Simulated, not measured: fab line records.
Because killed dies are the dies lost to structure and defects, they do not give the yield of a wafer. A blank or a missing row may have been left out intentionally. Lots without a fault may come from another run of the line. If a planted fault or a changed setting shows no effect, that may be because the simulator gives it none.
The tool behind it: which one? | flow rit-cmos | 48 wafers from 16 lots sampled at 5 of the route's 202 steps

== WHAT THE GAUGES SHOWED, per wafer ==
RIT_NWELL_TW_MEAS_10.
lot  | measured    | on            | NWELL_TW
L478 | day 1 23:16 | film-metro-03 | 2148 2170 2157
L479 | day 2 01:56 | film-metro-02 | 2194 2194 2213
L480 | day 2 07:20 | film-metro-02 | 2200 2200 2199
L481 | day 2 12:58 | film-metro-02 | 2204 2206 2203
L482 | day 2 17:32 | film-metro-01 | 2117 2107 2131
L483 | day 3 00:15 | film-metro-03 | 2138 2139 2151
L484 | day 3 04:07 | film-metro-03 | 2159 2136 2147
L486 | day 3 13:02 | film-metro-02 | 2205 2205 2198
L487 | day 3 18:39 | film-metro-03 | 2150 2145 2143
L491 | day 4 14:37 | film-metro-03 | 2148 2156 2145
L492 | day 4 23:07 | film-metro-01 | 2118 2111 2107
L493 | day 5 02:46 | film-metro-03 | 2160 2150 2137
L495 | day 5 10:06 | film-metro-02 | 2189 2169 2183
L496 | day 5 20:11 | film-metro-01 | 2132 2127 2147
L498 | day 6 01:23 | film-metro-03 | 2169 2155 2167
L501 | day 6 15:58 | film-metro-03 | 2152 2171 2162

RIT_WELLDRIVE_RS_MEAS_02: measurement is done with a four-point probe.
lot  | measured    | on            | PWELL_RS (ohm/sq)
L478 | day 2 06:05 | film-metro-03 | 430.6 428.7 431.4
L479 | day 2 08:55 | film-metro-03 | 430.1 429.4 428.6
L480 | day 2 14:16 | film-metro-02 | 428.4 428.8 428.7
L481 | day 2 19:55 | film-metro-01 | 431.8 432.5 432.2
L482 | day 3 00:35 | film-metro-01 | 432.3 432.1 432.2
L483 | day 3 07:04 | film-metro-01 | 429.3 428.8 429.3
L484 | day 3 11:04 | film-metro-01 | 430.4 431.1 430.5
L486 | day 3 19:52 | film-metro-01 | 428.1 429.5 431.7
L487 | day 4 01:48 | film-metro-01 | 432.1 431.3 432.1
L491 | day 4 21:41 | film-metro-02 | 428.2 429.6 430.5
L492 | day 5 06:10 | film-metro-03 | 432.4 429.7 430.3
L493 | day 5 11:17 | film-metro-02 | 428.5 429.7 430.0
L495 | day 5 18:16 | film-metro-03 | 428.3 428.4 430.3
L496 | day 6 03:08 | film-metro-01 | 431.9 430.7 431.6
L498 | day 6 08:26 | film-metro-02 | 429.1 429.7 430.4
L501 | day 6 23:20 | film-metro-03 | 427.6 429.0 428.3

RIT_NLDD_OVL_MEAS_06.
lot  | measured    | on         | NLDD_OVL (nm)
L478 | day 2 18:23 | overlay-01 | -1.5 -1.6 -0.9
L479 | day 2 23:19 | overlay-01 | 2.0 0.6 0.8
L480 | day 3 04:46 | overlay-01 | -0.5 -0.7 -0.9
L481 | day 3 08:20 | overlay-01 | 2.4 1.2 1.3
L482 | day 3 14:31 | overlay-01 | 1.8 2.7 3.7
L483 | day 3 21:35 | overlay-01 | -0.6 -0.4 0.4
L484 | day 3 23:32 | overlay-01 | 1.3 1.0 1.1
L486 | day 4 09:13 | overlay-01 | 2.1 2.9 3.5
L487 | day 4 20:17 | overlay-01 | 0.0 -0.4 -1.1
L491 | day 5 12:28 | overlay-02 | -298.7 -299.9 -299.6
L492 | day 5 22:25 | overlay-01 | -297.7 -297.8 -299.5
L493 | day 6 00:50 | overlay-02 | -301.0 -299.3 -300.0
L495 | day 6 08:11 | overlay-01 | -299.5 -299.5 -300.5
L496 | day 6 17:13 | overlay-02 | 0.7 1.0 0.7
L498 | day 6 21:34 | overlay-01 | 1.9 1.5 0.3
L501 | day 7 12:54 | overlay-01 | -0.3 0.8 0.2

== WHAT TOOL EACH LOT RAN ON (gives the tool, then ch and the chambers of the sampled wafers, and finally the start) ==
lot  | RIT_NWELL_STRIP_09                  | RIT_NLDD_EXPOSE_03
L478 | plasma-asher-01 ch 0,1, day 1 23:05 | iline-stepper-01 ch 0, day 2 17:59
L479 | plasma-asher-03 ch 0,1, day 2 01:46 | iline-stepper-01 ch 0, day 2 22:55
L480 | plasma-asher-04 ch 0,1, day 2 07:10 | iline-stepper-01 ch 0, day 3 04:22
L481 | plasma-asher-04 ch 0,1, day 2 12:47 | iline-stepper-02 ch 0, day 3 07:56
L482 | plasma-asher-01 ch 0,1, day 2 17:22 | iline-stepper-01 ch 0, day 3 14:08
L483 | plasma-asher-04 ch 0,1, day 3 00:04 | iline-stepper-01 ch 0, day 3 21:13
L484 | plasma-asher-03 ch 0,1, day 3 03:57 | iline-stepper-01 ch 0, day 3 23:08
L486 | plasma-asher-04 ch 0,1, day 3 12:51 | iline-stepper-02 ch 0, day 4 08:49
L487 | plasma-asher-04 ch 0,1, day 3 18:28 | iline-stepper-01 ch 0, day 4 19:53
L491 | plasma-asher-01 ch 0,1, day 4 14:28 | iline-stepper-01 ch 0, day 5 12:07
L492 | plasma-asher-04 ch 0,1, day 4 22:57 | iline-stepper-01 ch 0, day 5 22:01
L493 | plasma-asher-03 ch 0,1, day 5 02:35 | iline-stepper-01 ch 0, day 6 00:27
L495 | plasma-asher-03 ch 0,1, day 5 09:55 | iline-stepper-01 ch 0, day 6 07:35
L496 | plasma-asher-04 ch 0,1, day 5 20:01 | iline-stepper-02 ch 0, day 6 16:46
L498 | plasma-asher-04 ch 0,1, day 6 01:14 | iline-stepper-02 ch 0, day 6 21:12
L501 | plasma-asher-01 ch 0,1, day 6 15:48 | iline-stepper-02 ch 0, day 7 12:30
- RIT_NWELL_STRIP_09: strips in O2, time 180 s.
- RIT_NLDD_EXPOSE_03: exposes mask M7, target cd 40700 nm.

== WHAT THE TOOLS THEMSELVES READ (means of the sampled wafers that have a number; where no wafer has one, the mark that the record gives instead) ==
RIT_NWELL_STRIP_09.
lot  | tool            | drypump-motor-current-A (A) | o2-flow-sccm (sccm)
L478 | plasma-asher-01 | 6.2                         | 4013
L479 | plasma-asher-03 | 6.0                         | 3996
L480 | plasma-asher-04 | 5.9                         | 4008
L481 | plasma-asher-04 | 5.4                         | 3997
L482 | plasma-asher-01 | 6.2                         | 3998
L483 | plasma-asher-04 | 5.4                         | 4002
L484 | plasma-asher-03 | 6.0                         | 3992
L486 | plasma-asher-04 | 5.4                         | 4006
L487 | plasma-asher-04 | 5.4                         | 3994
L491 | plasma-asher-01 | 6.2                         | 4005
L492 | plasma-asher-04 | 5.8                         | 4011
L493 | plasma-asher-03 | 5.9                         | 4003
L495 | plasma-asher-03 | 6.0                         | 4005
L496 | plasma-asher-04 | 5.4                         | 4005
L498 | plasma-asher-04 | 5.4                         | 3996
L501 | plasma-asher-01 | 6.2                         | 3986

RIT_NLDD_EXPOSE_03.
lot  | tool             | focus-offset-nm (nm) | stage-vel-mm-s (mm/s)
L478 | iline-stepper-01 | -0.1                 | 499.93
L479 | iline-stepper-01 | -0.1                 | 499.37
L480 | iline-stepper-01 | 0.3                  | 500.02
L481 | iline-stepper-02 | -0.1                 | 499.91
L482 | iline-stepper-01 | 0.7                  | 499.95
L483 | iline-stepper-01 | 1.1                  | 500.14
L484 | iline-stepper-01 | 0.1                  | 499.86
L486 | iline-stepper-02 | 0.2                  | 499.88
L487 | iline-stepper-01 | 1.0                  | 499.73
L491 | iline-stepper-01 | 0.3                  | 500.12
L492 | iline-stepper-01 | -0.4                 | 500.03
L493 | iline-stepper-01 | 0.3                  | 499.67
L495 | iline-stepper-01 | -0.5                 | 499.90
L496 | iline-stepper-02 | 0.2                  | 500.10
L498 | iline-stepper-02 | -0.1                 | 500.08
L501 | iline-stepper-02 | -0.4                 | 500.19

== THE ANSWER, worked out from the rows above alone ==
Rule: the lots themselves supply what counts as usual. The widest of any qualifying gaps counts: lots, ordered by their means at a reading, are off when they make up no more than a third of the lots, leave a main group of 4 or more, and stand apart from it by 3 or more times the standard deviation of that group's means. A main group is skipped when, at the precision printed for the reading in the tables above, its means are all equal. Also off: a lot with no number at a reading for which 4 or more lots have one. Where the step has rows for the other lots, those lots are counted as sound. First the gauges in route order, then the tools' own readings, where a lot's mean is used as printed above. At the first step where some lot is off, the reading lying furthest off is the one used; lots without a number count as furthest.
Off: L491, L492, L493, L495, seen at RIT_NLDD_OVL_MEAS_06 (NLDD_OVL). For the main group the mean is 0.8 nm and the standard deviation 1.3.
If a tool, at a process step before that reading, ran all the lots that are off and no sound lot after the first of them, it fits. Those tools and the gauges at RIT_NLDD_OVL_MEAS_06 are tried in the same way. One fits: RIT_NLDD_EXPOSE_03 on iline-stepper-01. Its last sound lot is L487 (day 4 19:53), its first lot that is off L491 (day 5 12:07): a fault that began between those two fits.

== WHAT WAS PUT IN BY THE SIMULATOR ==
Scanner matching overlay: iline-stepper-01, from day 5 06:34 on, at RIT_NLDD_EXPOSE_03. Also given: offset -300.
Shown lots that were struck: L491, L492, L493, L495. The rule above found the same.
